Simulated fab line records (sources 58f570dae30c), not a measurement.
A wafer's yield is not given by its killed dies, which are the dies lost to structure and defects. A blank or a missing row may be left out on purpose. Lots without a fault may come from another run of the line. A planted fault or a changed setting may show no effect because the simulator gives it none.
Lot-split experiment || flow berkeley_cmos170 || 23 wafers read from 5 lots, route of 331 steps

== THE SPLIT ==
At UCB170_NVT_IMPLANT_07, the setting dose_cm2 was moved away from the recipe's 3e+12 on 4 of the 23 wafers read, by -7.0% to +6.9%. All remaining wafers had this setting at the recipe value.

== THE PATH FROM SPLIT TO READING: the file shows 1 step between them ==
- UCB170_NVT_STRIP_08: strips in O2

== THE READING ==
NVT_TW, at UCB170_NVT_TW_MEAS_09. Fault-free wafers of this fab line usually give 523, standard deviation 3.7.

{"wafer": "L077.1", "tool, chamber at the split": "implanter-03, 0", "dose_cm2 as run": 3e+12, "against the recipe": "recipe", "NVT_TW": 526, "against lot-mates on the recipe": "-"}
{"wafer": "L077.3", "tool, chamber at the split": "implanter-03, 0", "dose_cm2 as run": 3e+12, "against the recipe": "recipe", "NVT_TW": 524, "against lot-mates on the recipe": "-"}
{"wafer": "L077.4", "tool, chamber at the split": "implanter-03, 0", "dose_cm2 as run": 3e+12, "against the recipe": "recipe", "NVT_TW": 526, "against lot-mates on the recipe": "-"}
{"wafer": "L077.5", "tool, chamber at the split": "implanter-03, 0", "dose_cm2 as run": 3e+12, "against the recipe": "recipe", "NVT_TW": 524, "against lot-mates on the recipe": "-"}
{"wafer": "L077.6", "tool, chamber at the split": "implanter-03, 0", "dose_cm2 as run": 3e+12, "against the recipe": "recipe", "NVT_TW": 526, "against lot-mates on the recipe": "-"}
{"wafer": "L078.1", "tool, chamber at the split": "implanter-01, 0", "dose_cm2 as run": 3e+12, "against the recipe": "recipe", "NVT_TW": 529, "against lot-mates on the recipe": "-"}
{"wafer": "L078.3", "tool, chamber at the split": "implanter-01, 0", "dose_cm2 as run": 3e+12, "against the recipe": "recipe", "NVT_TW": 525, "against lot-mates on the recipe": "-"}
{"wafer": "L078.4", "tool, chamber at the split": "implanter-01, 0", "dose_cm2 as run": 3e+12, "against the recipe": "recipe", "NVT_TW": 526, "against lot-mates on the recipe": "-"}
{"wafer": "L078.5", "tool, chamber at the split": "implanter-01, 0", "dose_cm2 as run": 2.791e+12, "against the recipe": "-7.0%", "NVT_TW": 515, "against lot-mates on the recipe": -12}
{"wafer": "L078.6", "tool, chamber at the split": "implanter-01, 0", "dose_cm2 as run": 2.791e+12, "against the recipe": "-7.0%", "NVT_TW": 510, "against lot-mates on the recipe": -17}
{"wafer": "L079.1", "tool, chamber at the split": "implanter-02, 0", "dose_cm2 as run": 3.207e+12, "against the recipe": "+6.9%", "NVT_TW": 538, "against lot-mates on the recipe": "+12"}
{"wafer": "L079.2", "tool, chamber at the split": "implanter-02, 0", "dose_cm2 as run": 3.207e+12, "against the recipe": "+6.9%", "NVT_TW": 538, "against lot-mates on the recipe": "+12"}
{"wafer": "L079.3", "tool, chamber at the split": "implanter-02, 0", "dose_cm2 as run": 3e+12, "against the recipe": "recipe", "NVT_TW": 526, "against lot-mates on the recipe": "-"}
{"wafer": "L079.4", "tool, chamber at the split": "implanter-02, 0", "dose_cm2 as run": 3e+12, "against the recipe": "recipe", "NVT_TW": 526, "against lot-mates on the recipe": "-"}
{"wafer": "L079.5", "tool, chamber at the split": "implanter-02, 0", "dose_cm2 as run": 3e+12, "against the recipe": "recipe", "NVT_TW": 527, "against lot-mates on the recipe": "-"}
{"wafer": "L081.1", "tool, chamber at the split": "implanter-03, 0", "dose_cm2 as run": 3e+12, "against the recipe": "recipe", "NVT_TW": 526, "against lot-mates on the recipe": "-"}
{"wafer": "L081.3", "tool, chamber at the split": "implanter-03, 0", "dose_cm2 as run": 3e+12, "against the recipe": "recipe", "NVT_TW": 526, "against lot-mates on the recipe": "-"}
{"wafer": "L081.6", "tool, chamber at the split": "implanter-03, 0", "dose_cm2 as run": 3e+12, "against the recipe": "recipe", "NVT_TW": 527, "against lot-mates on the recipe": "-"}
{"wafer": "L083.1", "tool, chamber at the split": "implanter-02, 0", "dose_cm2 as run": 3e+12, "against the recipe": "recipe", "NVT_TW": 522, "against lot-mates on the recipe": "-"}
{"wafer": "L083.3", "tool, chamber at the split": "implanter-02, 0", "dose_cm2 as run": 3e+12, "against the recipe": "recipe", "NVT_TW": 522, "against lot-mates on the recipe": "-"}
{"wafer": "L083.4", "tool, chamber at the split": "implanter-02, 0", "dose_cm2 as run": 3e+12, "against the recipe": "recipe", "NVT_TW": 521, "against lot-mates on the recipe": "-"}
{"wafer": "L083.5", "tool, chamber at the split": "implanter-02, 0", "dose_cm2 as run": 3e+12, "against the recipe": "recipe", "NVT_TW": 521, "against lot-mates on the recipe": "-"}
{"wafer": "L083.6", "tool, chamber at the split": "implanter-02, 0", "dose_cm2 as run": 3e+12, "against the recipe": "recipe", "NVT_TW": 518, "against lot-mates on the recipe": "-"}

THE FIT
A straight line over all 23 wafers: NVT_TW changes by +1.84 for each +1% of dose_cm2; r = +0.90; the points scatter about the line by 2.6.
The same after taking each lot's own level away (the mean of its wafers on the recipe; 23 wafers): +1.86 for each +1%; r = +0.97; scatter 1.4.
On that fit, the largest move of dose_cm2 shifts the reading by 13.
Across the lots, their own levels run from 520.8 to 526.7, a range of 1.6 times the standard deviation given above.
Hence the lot-to-lot level has little effect on the slope; both slopes agree.
Check: with one of the wafers moved furthest among these (-7.0%) left out of the fit, the line predicts -13.8 for it against its lot-mates. Against them it came out at -11.7.

== ADDITIONAL SPLITS CARRIED BY THESE WAFERS ==
Note: prior to the reading, these wafers also went through further splits. Each is held against what the fit with the lots' levels taken away leaves over:
{"other split on the same wafers": "UCB170_SACOX_OXIDATION_01 temp_c", "wafers away from the commonest value": 15, "r with NVT_TW (lot level and that fit taken away)": -0.07}
{"other split on the same wafers": "UCB170_SCREENOX_OXIDATION_01 ox_time_s", "wafers away from the commonest value": 18, "r with NVT_TW (lot level and that fit taken away)": -0.04}

== FILE'S OWN FIT ==
NVT_TW changes by +1.88 for each +1% of dose_cm2, r = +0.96.
